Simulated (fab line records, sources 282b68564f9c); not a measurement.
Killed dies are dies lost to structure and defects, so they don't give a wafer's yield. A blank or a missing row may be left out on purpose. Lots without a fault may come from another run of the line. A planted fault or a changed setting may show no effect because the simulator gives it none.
fab line records | flow rit_cmos
record lots=14 wafers=42 last_day=8
route steps=202 shown NWELL@33
lots that met no fault: from a run of the same line without faults
start_h: hours from the record's first day to the start of the lot's first wafer shown | wait_h: hours since the lot's step before | " the same as in the row above | L1.1+2: a row that stands for several wafers | - no value, or no start given | * or withheld: withheld | < > ~ a bound
route shown NAME@n: a module of which the file shows steps, and the number in the route of the first | usual: mean/standard deviation of fault-free wafers | same: alike in all rows | chamber/n: place in a boat | sites: the reading at each site | _std_site: their standard deviation | _edge_site: outer sites' mean less inner sites' | radius_mm: how far each site lies from the wafer's centre | mask NAME#n: copy n | behind: the tool/chamber that last shaped the wafer | hold: why the lot was held/for how many hours/how that ended | device: the transistor (n, p or np) that didn't switch | end of line: the same wafers' tests at the end of the route | a step without rows: its recipe alone | killed: dies lost to structure and defects at the first sort, not the wafer's yield | map: a wafer's dies, x killed, . not, _ none there
set.NAME: the setting as run; set.NAME@STEP: as run at that earlier step | model.NAME: the simulator's own value behind a step, which no gauge read
steps of the route over a sample of lots; a table a step, a row a wafer
## steps
# step RIT_NWELL_DEVELOP_05
# recipe resist=NOVOLAK develop_time_s=68 dev_temp_c=23
# columns lot.wafer tool chamber start_h wait_h
L582.2+3+4 litho_track-01 0 21 -
L585.2+3+5 litho_track-02 0 35 -
L586.1+4+5 litho_track-02 0 42 -
L587.1+3+6 litho_track-01 0 45 -
L588.1+3+4 litho_track-01 0 51 -
L589.1+4+6 litho_track-02 0 55 -
L590.2+4+6 litho_track-02 0 61 -
L592.1+2+3 litho_track-02 0 70 -
L594.2+3+4 litho_track-01 0 80 -
L596.1+5+6 litho_track-02 0 92 -
L598.1+2+5 litho_track-04 0 102 -
L603.1+4+5 litho_track-04 0 131 -
L604.1+4+6 litho_track-01 0 135 -
L605.1+2+6 litho_track-01 0 144 -
# step RIT_NWELL_TW_MEAS_10
# usual NWELL_TW=2133/22
# columns lot.wafer tool chamber start_h wait_h hold NWELL_TW
L582.2 film_metro-04 - 21.87 0.1 - 2145
L582.3 " - " " - 2148
L582.4 " - " " - 2159
L585.2 film_metro-03 - 36.61 0.1 - 2102
L585.3 " - " " - 2090
L585.5 " - " " - 2107
L586.1 film_metro-01 - 43.61 0.1 - 2157
L586.4 " - " " - 2153
L586.5 " - " " - 2162
L587.1 film_metro-04 - 46.01 0.1 - 2144
L587.3 " - " " - 2138
L587.6 " - " " - 2134
L588.1 film_metro-03 - 52.20 0.1 - 2107
L588.3 " - " " - 2111
L588.4 " - " " - 2112
L589.1 film_metro-04 - 55.88 0.1 - 2144
L589.4 " - " " - 2134
L589.6 " - " " - 2130
L590.2 film_metro-04 - 62.47 0.1 - 2145
L590.4 " - " " - 2136
L590.6 " - " " - 2138
L592.1 film_metro-04 - 71.33 0.1 - 2065
L592.2 " - " " - 2068
L592.3 " - " " - 2063
L594.2 film_metro-01 - 81.07 0.1 - 2138
L594.3 " - " " - 2147
L594.4 " - " " - 2140
L596.1 film_metro-03 - 93.46 0.1 await_dispo/0.2h/release 2046
L596.5 " - " " await_dispo/0.2h/release 2048
L596.6 " - " " await_dispo/0.2h/release 2038
L596.1 film_metro-03 - 93.69 0.2 - 2044
L596.5 " - " " - 2037
L596.6 " - " " - 2036
L598.1 film_metro-04 - 103.19 0.1 - 2137
L598.2 " - " " - 2150
L598.5 " - " " - 2139
L603.1 film_metro-04 - 132.65 0.1 - 2149
L603.4 " - " " - 2162
L603.5 " - " " - 2157
L604.1 film_metro-03 - 136.18 0.1 - 2096
L604.4 " - " " - 2092
L604.6 " - " " - 2085
L605.1 film_metro-03 - 145.03 0.1 - 2098
L605.2 " - " " - 2102
L605.6 " - " " - 2105
## key
first_sign step=RIT_NWELL_TW_MEAS_10 reading=visit direction=added
effect step=RIT_NWELL_TW_MEAS_10 reading=NWELL_TW direction=down sigmas=3.6 usual=2133 struck=2055
met_at RIT_NWELL_DEVELOP_05
struck_lots L592,L596
tester_left_out L592,L596
onset_between 61 70
fault kind=process_parameter_drift tool=litho_track-02 chamber=- onset_h=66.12 steps=RIT_NWELL_DEVELOP_05 channel=develop_time_s offset=* shape=step end_h=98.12 acts_in=* stated=*
# tester_left_out: of these lots the tester's yield and bins aren't shown, on N5 and GAA mostly nor the transistor test; their killed dies are dies lost to structure and defects alone, not to doping, threshold or leakage, so they don't give the yield
